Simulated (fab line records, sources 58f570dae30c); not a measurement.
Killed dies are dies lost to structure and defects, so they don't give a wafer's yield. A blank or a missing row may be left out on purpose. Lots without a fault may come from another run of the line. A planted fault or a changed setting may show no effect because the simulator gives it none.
fab line records | flow berkeley_cmos170
record lots=9 wafers=27 last_day=11
route steps=331 shown PWELL@39 SACOX@99 V2@307 M3@312
lots that met no fault: from a run of the same line without faults
start_h: hours from the record's first day to the start of the lot's first wafer shown | wait_h: hours since the lot's step before | " the same as in the row above | L1.1+2: a row that stands for several wafers | - no value, or no start given | * or withheld: withheld | < > ~ a bound
route shown NAME@n: a module of which the file shows steps, and the number in the route of the first | usual: mean/standard deviation of fault-free wafers | same: alike in all rows | chamber/n: place in a boat | sites: the reading at each site | _std_site: their standard deviation | _edge_site: outer sites' mean less inner sites' | radius_mm: how far each site lies from the wafer's centre | mask NAME#n: copy n | behind: the tool/chamber that last shaped the wafer | hold: why the lot was held/for how many hours/how that ended | device: the transistor (n, p or np) that didn't switch | end of line: the same wafers' tests at the end of the route | a step without rows: its recipe alone | killed: dies lost to structure and defects at the first sort, not the wafer's yield | map: a wafer's dies, x killed, . not, _ none there
set.NAME: the setting as run; set.NAME@STEP: as run at that earlier step | model.NAME: the simulator's own value behind a step, which no gauge read
steps of the route over a sample of lots; a table a step, a row a wafer
services: from which hour (start_h, from the record's first day; less than 0 if before it) a tool's chamber was out of use, for how many hours, and why
## steps
# step UCB170_PWELL_CVD_05
# recipe material=Si3N4 target_thk_nm=220 temp_c=800 precursor=SiH2Cl2/NH3 time_s=3300 pressure_mtorr=200 sih2cl2_flow_sccm=25 nh3_flow_sccm=75
# usual pressure_mtorr=200.0/0.41 zone_power_source_pct=20.0/1.5
# columns lot.wafer tool chamber start_h wait_h pressure_mtorr zone_power_source_pct
L269.2 lpcvd-02 0 43.60 0.0 200.8 22.9
L269.3 " 0 " " 200.2 23.0
L269.6 " 0 " " 200.2 23.2
L270.1 lpcvd-01 1 51.91 0.0 199.8 20.2
L270.2 " 1 " " 199.8 20.2
L270.4 " 1 " " 199.1 20.2
L271.1 lpcvd-01 1 53.90 0.0 200.3 20.1
L271.3 " 1 " " 200.5 20.5
L271.6 " 1 " " 200.7 20.9
L276.3 lpcvd-01 0 84.94 0.1 199.8 20.1
L276.4 " 0 " " 200.1 19.7
L276.5 " 0 " " 199.9 20.2
L281.3 lpcvd-01 0 102.30 0.9 199.9 19.8
L281.5 " 0 " " 200.0 20.2
L281.6 " 0 " " 200.1 19.8
L285.2 lpcvd-01 1 117.38 0.0 200.4 20.3
L285.3 " 1 " " 201.2 20.0
L285.5 " 1 " " 199.9 20.2
L284.1 lpcvd-02 0 126.76 0.0 199.7 23.4
L284.2 " 0 " " 199.8 22.8
L284.3 " 0 " " 199.9 23.4
L286.1 lpcvd-02 1 126.76 0.0 200.2 17.2
L286.5 " 1 " " 199.9 17.2
L286.6 " 1 " " 200.0 17.4
L287.4 lpcvd-02 1 133.06 0.1 200.7 17.5
L287.5 " 1 " " 200.1 17.2
L287.6 " 1 " " 199.6 17.4
# step UCB170_PWELL_THK_MEAS_06
# recipe reads=Si3N4_of_PWELL_CVD_05
# usual PWELL_NITRIDE_THK=219.6/2.4
# columns lot.wafer tool chamber start_h wait_h PWELL_NITRIDE_THK[nm]
L269.2 film_metro-04 - 45.53 0.0 221.8
L269.3 " - " " 223.2
L269.6 " - " " 220.5
L270.1 film_metro-01 - 53.83 0.0 221.5
L270.2 " - " " 219.9
L270.4 " - " " 219.7
L271.1 film_metro-01 - 55.81 0.0 220.0
L271.3 " - " " 221.1
L271.6 " - " " 219.8
L276.3 film_metro-02 - 86.87 0.0 219.4
L276.4 " - " " 218.7
L276.5 " - " " 219.9
L281.3 film_metro-01 - 104.24 0.0 138.4
L281.5 " - " " 138.5
L281.6 " - " " 141.8
L285.2 film_metro-04 - 119.30 0.0 221.4
L285.3 " - " " 221.2
L285.5 " - " " 222.6
L284.1 film_metro-01 - 128.67 0.0 213.3
L284.2 " - " " 213.4
L284.3 " - " " 211.5
L286.1 film_metro-04 - 128.67 0.0 218.7
L286.5 " - " " 219.4
L286.6 " - " " 221.7
L287.4 film_metro-01 - 135.01 0.0 216.3
L287.5 " - " " 218.0
L287.6 " - " " 217.8
# step UCB170_PWELL_ETCH_14
# recipe chemistry=CH3F/Ar/O2 target=Si3N4 stop_on=SiO2 CH3F_flow_sccm=20 Ar_flow_sccm=50 O2_flow_sccm=7 pressure_mtorr=50 rf_w=450 target_depth_a=2420 over_etch_frac=0.1 time_s=155
# usual drypump_motor_current_A=5.8/0.36 oes_product_au=0.942/0.014 throttle_valve_pct=8.07/0.17
# columns lot.wafer tool chamber start_h wait_h drypump_motor_current_A oes_product_au rf_hours_counter_h throttle_valve_pct
L269.2 rie_diel-01 3 46.58 0.0 5.5 0.939 150 8.04
L269.3 " 1 " " 6.4 0.935 170 8.26
L269.6 " 0 " " 5.6 0.944 - 8.12
L270.1 rie_diel-04 3 55.23 0.0 5.5 0.977 4 8.14
L270.2 " 2 " " 6.2 0.951 147 8.25
L270.4 " 1 " " 5.4 0.937 79 8.01
L271.1 rie_diel-04 1 56.75 0.0 5.5 0.934 79 8.03
L271.3 " 3 " " 5.5 0.969 4 8.16
L271.6 " 3 " " 5.5 0.971 - 8.14
L276.3 rie_diel-01 3 87.97 0.0 5.4 0.929 153 8.03
L276.4 " 0 " " 5.6 0.931 - 8.12
L276.5 " 2 " " 5.5 0.952 - 7.85
L281.3 rie_diel-01 3 106.09 0.0 5.5 0.716 154 8.01
L281.5 " 0 " " 5.6 0.736 - 8.10
L281.6 " 3 " " 5.5 0.735 - 8.03
L285.2 rie_diel-04 3 121.09 0.0 5.5 0.969 7 8.16
L285.3 " 1 " " 5.4 0.945 83 8.02
L285.5 " 2 " " 6.2 0.960 - 8.26
L284.1 rie_diel-02 3 129.88 0.0 5.6 0.920 36 7.99
L284.2 " 0 " " 5.3 0.926 16 8.26
L284.3 " 1 " " 6.2 0.908 40 7.97
L286.1 rie_diel-04 2 130.40 0.0 6.2 0.952 152 8.24
L286.5 " 1 " " 5.5 0.933 - 8.01
L286.6 " 0 " " 5.9 0.934 - 8.28
L287.4 rie_diel-02 1 137.49 0.1 6.2 0.926 - 7.98
L287.5 " 3 " " 5.6 0.931 - 7.98
L287.6 " 0 " " 5.3 0.933 - 8.26
# step UCB170_SACOX_THK_MEAS_02
# recipe reads=SiO2_of_SACOX_OXIDATION_01
# usual SACOX_OXIDE_THK=14.5/0.35
# columns lot.wafer tool chamber start_h wait_h SACOX_OXIDE_THK[nm]
L269.2 film_metro-03 - 88.70 0.0 14.2
L269.3 " - " " 14.3
L269.6 " - " " 14.1
L271.1 film_metro-01 - 100.29 0.0 14.3
L271.3 " - " " 14.3
L271.6 " - " " 14.1
L270.1 film_metro-02 - 100.30 0.0 14.4
L270.2 " - " " 14.6
L270.4 " - " " 14.2
L276.3 film_metro-02 - 134.60 0.0 14.9
L276.4 " - " " 15.1
L276.5 " - " " 15.0
L281.3 film_metro-02 - 161.86 0.0 14.5
L281.5 " - " " 14.6
L281.6 " - " " 14.4
L285.2 film_metro-03 - 167.64 0.1 14.2
L285.3 " - " " 14.2
L285.5 " - " " 14.1
L284.1 film_metro-03 - 182.58 0.0 14.4
L284.2 " - " " 14.4
L284.3 " - " " 14.5
L286.1 film_metro-03 - 187.11 0.0 14.6
L286.5 " - " " 14.7
L286.6 " - " " 14.5
L287.4 film_metro-01 - 195.80 0.0 14.4
L287.5 " - " " 14.3
L287.6 " - " " 14.4
# step UCB170_V2_STRIP_15
# recipe chemistry=O2 power_w=400 pressure_mtorr=3500 platen_temp_c=withheld o2_flow_sccm=400 overash_fraction=0.5
# usual drypump_motor_current_A=5.6/0.65 oes_product_au=0.722/0.0044 strip_time_to_endpoint_s=15.22/0.091
# columns lot.wafer tool chamber start_h wait_h drypump_motor_current_A oes_product_au rf_hours_counter_h strip_time_to_endpoint_s
L269.2 plasma_asher-04 0 149.71 0.1 5.2 0.711 33 15.31
L269.3 " 1 " " 5.0 0.720 - 15.32
L269.6 " 1 " " 4.9 0.719 - 15.26
L270.1 plasma_asher-03 0 160.12 0.1 6.2 0.721 45 15.40
L270.2 " 1 " " 6.8 0.727 45 15.38
L270.4 " 1 " " 6.8 0.724 - 15.27
L271.1 plasma_asher-01 0 161.29 0.1 5.2 0.719 46 15.33
L271.3 " 1 " " 5.8 0.730 - 15.29
L271.6 " 1 " " 5.8 0.725 - 15.30
L276.3 plasma_asher-01 1 183.91 0.1 5.8 0.716 - 15.23
L276.4 " 0 " " 5.2 0.726 - 15.19
L276.5 " 1 " " 5.8 0.721 - 15.19
L281.3 plasma_asher-04 0 223.38 0.1 5.2 0.713 - 15.23
L281.5 " 0 " " 5.2 0.717 - 15.27
L281.6 " 1 " " 4.9 0.724 - 15.09
L285.2 plasma_asher-04 0 233.78 0.1 5.2 0.722 42 15.29
L285.3 " 0 " " 5.2 0.714 - 15.25
L285.5 " 0 " " 5.2 0.727 - 15.27
L284.1 plasma_asher-01 1 247.50 0.1 5.8 0.724 56 15.14
L284.2 " 0 " " 5.2 0.716 56 15.19
L284.3 " 1 " " 5.8 0.731 - 15.06
L287.4 plasma_asher-03 1 259.75 0.1 6.8 0.717 - 15.35
L287.5 " 1 " " 6.8 0.726 - 15.27
L287.6 " 0 " " 6.3 0.722 - 15.29
L286.1 plasma_asher-04 1 260.86 0.1 4.9 0.727 45 15.28
L286.5 " 1 " " 4.9 0.726 - 15.24
L286.6 " 0 " " 5.2 0.718 - 15.29
# step UCB170_M3_THK_MEAS_03
# recipe thk_meas_gauge=xrf reads=Al_of_M3_SPUTTER_01
# usual M3_AL_THK=887/9.7
# columns lot.wafer tool chamber start_h wait_h M3_AL_THK[nm]
L269.2 film_metro-02 - 150.21 0.1 886
L269.3 " - " " 881
L269.6 " - " " 882
L270.1 film_metro-02 - 160.61 0.1 882
L270.2 " - " " 892
L270.4 " - " " 888
L271.1 film_metro-04 - 161.78 0.1 886
L271.3 " - " " 891
L271.6 " - " " 883
L276.3 film_metro-03 - 184.39 0.1 885
L276.4 " - " " 876
L276.5 " - " " 886
L281.3 film_metro-04 - 223.86 0.1 893
L281.5 " - " " 886
L281.6 " - " " 899
L285.2 film_metro-02 - 234.28 0.1 874
L285.3 " - " " 890
L285.5 " - " " 877
L284.1 film_metro-04 - 247.99 0.1 897
L284.2 " - " " 889
L284.3 " - " " 890
L287.4 film_metro-02 - 260.26 0.1 889
L287.5 " - " " 895
L287.6 " - " " 894
L286.1 film_metro-02 - 261.35 0.1 898
L286.5 " - " " 891
L286.6 " - " " 897
## services
# columns tool chamber start_h hours kind
lpcvd-02 - 24.21 2.8 pm
plasma_asher-01 - 35.17 9.7 repair
rie_diel-02 0 35.89 11.5 repair
rie_diel-04 1 42.01 9.1 repair
rie_diel-01 2 47.51 7.5 repair
plasma_asher-01 - 67.94 4.3 pm
lpcvd-02 - 71.54 6.0 pm
plasma_asher-01 - 74.99 3.9 repair
rie_diel-02 3 79.94 13.3 repair
rie_diel-04 0 87.17 7.0 repair
rie_diel-04 3 88.54 4.0 repair
plasma_asher-04 - 92.19 0.9 repair
lpcvd-01 - 108.59 1.3 repair
rie_diel-04 0 113.70 14.8 repair
plasma_asher-03 - 118.09 1.4 repair
plasma_asher-01 - 169.20 2.8 pm
rie_diel-01 1 176.17 7.6 repair
rie_diel-04 0 192.82 5.3 repair
plasma_asher-03 - 192.85 1.3 repair
plasma_asher-01 - 195.90 1.2 repair
rie_diel-02 3 199.01 25.2 repair
plasma_asher-04 - 209.00 3.8 repair
plasma_asher-03 - 218.75 5.6 repair
plasma_asher-01 - 239.30 0.8 repair
## key
first_sign step=UCB170_PWELL_THK_MEAS_06 reading=PWELL_NITRIDE_THK direction=down sigmas=33 usual=219.6 struck=139.5
effect step=UCB170_PWELL_ETCH_14 reading=oes_product_au direction=down sigmas=15 usual=0.942 struck=0.729
met_at UCB170_PWELL_CVD_05
struck_lots L281
struck_wafers L281.3,L281.5,L281.6
tester_left_out L281
not_acting_at UCB170_SACOX_THK_MEAS_02,UCB170_V2_STRIP_15,UCB170_M3_THK_MEAS_03
onset_between 84.94 102.30
fault kind=process_parameter_drift tool=lpcvd-01 chamber=0 onset_h=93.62 steps=UCB170_PWELL_CVD_05 channel=target_thk_nm offset=-78.447 shape=step end_h=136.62 acts_in=these_recipes_only stated=220
# tester_left_out: of these lots the tester's yield and bins aren't shown, on N5 and GAA mostly nor the transistor test; their killed dies are dies lost to structure and defects alone, not to doping, threshold or leakage, so they don't give the yield
